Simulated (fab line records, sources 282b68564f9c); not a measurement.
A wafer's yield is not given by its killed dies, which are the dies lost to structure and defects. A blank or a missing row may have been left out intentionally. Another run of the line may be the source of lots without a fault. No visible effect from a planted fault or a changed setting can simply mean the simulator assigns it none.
One fault through the eyes of 2 desks | flow rit_cmos | every desk sees just its own numbers, and what lay behind them comes last

## FROM THE METROLOGY DESK
What the gauges read, lot by lot, whatever tool the lot ran on: means of the sampled wafers that have a number. Marked OUT: a lot whose mean sits more than 4 standard deviations from the usual mean, which makes it out of limits; the brackets give that distance.
Columns: A = ACTIVE_NITRIDE_THK at RIT_ACTIVE_THK_MEAS_04, usual 149.2 nm; B = REOX_OXIDE_THK at RIT_REOX_THK_MEAS_04, usual 25.1 nm
lot  | first seen here | A     | B
L763 | day 1 13:43     | 149.8 | 25.2
L764 | day 1 18:32     | 152.0 | 24.8
L765 | day 2 00:46     | 150.5 | 24.6
L766 | day 2 05:41     | 150.0 | 25.3
L767 | day 2 09:34     | 149.6 | 25.3
L768 | day 2 16:07     | 151.8 | 24.6
L769 | day 2 20:52     | 149.3 | 25.7
L770 | day 3 01:14     | 148.5 | 24.6
L771 | day 3 07:34     | 150.1 | 24.6
L774 | day 3 21:50     | 150.0 | 25.2
L775 | day 4 02:10     | 147.4 | 24.9
L776 | day 4 06:32     | 146.7 | 25.1
L777 | day 4 14:53     | 147.4 | 25.1
This desk found nothing out of limits on any of the 13 lots.

## THE TOOL OWNER'S DESK: furnace-02
Per lot that ran on this tool, the mean of the sampled wafers carrying a number, from the tool's own readings at RIT_M1_ANNEAL_15 (time 1800 s). Marked OUT: a lot whose mean sits more than 4 standard deviations from the usual mean, which makes it out of limits; the brackets give that distance. Shown are 7 of the 8 readings it has, namely the first that went out of limits plus those furthest out on some lot.
Columns: A = spike_tc_centre_C at RIT_M1_ANNEAL_15, usual 452.7 C; B = spike_tc_load_C at RIT_M1_ANNEAL_15, usual 468.5 C; C = spike_tc_source_C at RIT_M1_ANNEAL_15, usual 463.8 C; D = tube_center_temp_C at RIT_M1_ANNEAL_15, usual 450 C; E = tube_center_temp_C_max at RIT_M1_ANNEAL_15, usual 451.18; F = zone_power_load_pct at RIT_M1_ANNEAL_15, usual 6.99 %; G = zone_power_source_pct at RIT_M1_ANNEAL_15, usual 8.14 %
lot  | first seen here | A               | B               | C               | D                     | E                        | F              | G
L763 | day 3 18:37     | 452.6           | 468.1           | 464.2           | 450                   | 451.41                   | 6.97           | 8.11
L764 | day 3 20:07     | 453.6           | 467.7           | 464.0           | 450                   | 451.09                   | 6.96           | 8.07
L765 | day 3 21:37     | 452.4           | 468.2           | 463.8           | 450                   | 451.10                   | 7.01           | 8.18
L766 | day 4 07:25     | 453.3           | 467.8           | 464.0           | 450                   | 451.12                   | 6.96           | 8.23
L767 | day 4 09:02     | 452.5           | 468.8           | 463.4           | 450                   | 451.30                   | 6.97           | 8.19
L768 | day 4 14:23     | 452.1           | 469.4           | 464.1           | 450                   | 451.09                   | 7.00           | 8.13
L769 | day 4 20:59     | 452.6           | 468.8           | 464.5           | 450                   | 451.01                   | 7.03           | 8.20
L770 | day 5 00:11     | 452.7           | 468.2           | 463.9           | 450                   | 450.97                   | 7.04           | 8.24
L771 | day 5 02:02     | 452.2           | 468.8           | 462.7           | 450                   | 451.12                   | 7.02           | 8.14
L774 | day 5 17:05     | 452.5           | 468.8           | 463.7           | 450                   | 451.00                   | 6.95           | 8.18
L775 | day 6 01:05     | 422.3 (-31) OUT | 437.4 (-33) OUT | 433.5 (-28) OUT | 420 (-99 or more) OUT | 421.03 (-99 or more) OUT | 6.20 (-11) OUT | 7.17 (-13) OUT
L776 | day 6 08:31     | 422.9 (-30) OUT | 438.2 (-32) OUT | 433.3 (-28) OUT | 420 (-99 or more) OUT | 421.10 (-99 or more) OUT | 6.21 (-11) OUT | 7.23 (-12) OUT
L777 | day 6 18:21     | 422.2 (-31) OUT | 438.0 (-32) OUT | 434.0 (-27) OUT | 420 (-99 or more) OUT | 421.18 (-99 or more) OUT | 6.19 (-11) OUT | 7.28 (-11) OUT
This desk's verdict: out of limits on L775, L776, L777, starting with L775 at day 6 01:05 (spike_tc_centre_C at RIT_M1_ANNEAL_15). Within limits: L763, L764, L765, L766, L767, L768, L769, L770, L771, L774.

## PUT TOGETHER
On L775, L776, L777, at day 6 01:05, an alarm was possible from the tool owner's desk.
From the metrology desk's view, nothing was out of limits.
The metrology desk has L775, L776, L777 on record, within its limits.
All the named lots went through RIT_M1_ANNEAL_15 on furnace-02.

## WHAT THE SIMULATOR PUT IN
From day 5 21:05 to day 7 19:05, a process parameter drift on furnace-02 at RIT_M1_ANNEAL_15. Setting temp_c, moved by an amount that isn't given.
Lots struck among those shown: L775, L776, L777.
Hours from the fault's start to each desk's first reading out of limits: the tool owner's desk, 4.
